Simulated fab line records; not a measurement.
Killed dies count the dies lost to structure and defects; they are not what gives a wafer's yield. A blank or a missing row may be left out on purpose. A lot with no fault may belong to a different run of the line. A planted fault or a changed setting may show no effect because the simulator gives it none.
One fault through the eyes of 2 desks    flow rit-cmos    each desk has only its own numbers; what lay behind them comes last

THE METROLOGY DESK
What the gauges read, lot by lot, whatever tool the lot ran on: means of the sampled wafers that have a number. Marked OUT: a lot whose mean sits more than 4 standard deviations from the usual mean, which makes it out of limits; the brackets give that distance.
Columns: A = NRETRO_OVL at RIT_NRETRO_OVL_MEAS_06, usual -0.6 nm; B = NRETRO_TW at RIT_NRETRO_TW_MEAS_10, usual 1041; C = PRETRO_OVL at RIT_PRETRO_OVL_MEAS_06, usual -1.8 nm
lot   first seen here  A     B     C
L550  day 2 05:37      0.6   1047  -0.5
L557  day 3 16:01      -0.1  1034  -3.3
L562  day 4 17:20      -0.8  1037  -1.1
L566  day 5 13:46      -3.2  1033  -2.0
L570  day 6 11:03      -1.1  1044  -1.9
L572  day 6 20:25      -0.3  1037  -2.7
This desk's verdict: no lot among the 6 shows anything out of limits.

DESK OF THE TOOL OWNER: litho-track-02
The tool's own readings at RIT_PRETRO_COAT_01 (resist thk 1300 nm): means of the sampled wafers that have a number, for each lot that ran on this tool. Marked OUT: a lot whose mean sits more than 4 standard deviations from the usual mean, which makes it out of limits; the brackets give that distance.
Columns: A = exhaust-pa at RIT_PRETRO_COAT_01, usual 45.0 Pa
lot   first seen here  A
L557  day 3 16:53      45.5
L562  day 4 18:11      46.8
L566  day 5 14:35      45.5
This desk's verdict: no lot among the 3 shows anything out of limits.

BROUGHT TOGETHER
The metrology desk saw nothing out of limits.
Nothing out of limits was seen by the tool owner's desk.

WHAT HAD BEEN PUT IN BY THE SIMULATOR
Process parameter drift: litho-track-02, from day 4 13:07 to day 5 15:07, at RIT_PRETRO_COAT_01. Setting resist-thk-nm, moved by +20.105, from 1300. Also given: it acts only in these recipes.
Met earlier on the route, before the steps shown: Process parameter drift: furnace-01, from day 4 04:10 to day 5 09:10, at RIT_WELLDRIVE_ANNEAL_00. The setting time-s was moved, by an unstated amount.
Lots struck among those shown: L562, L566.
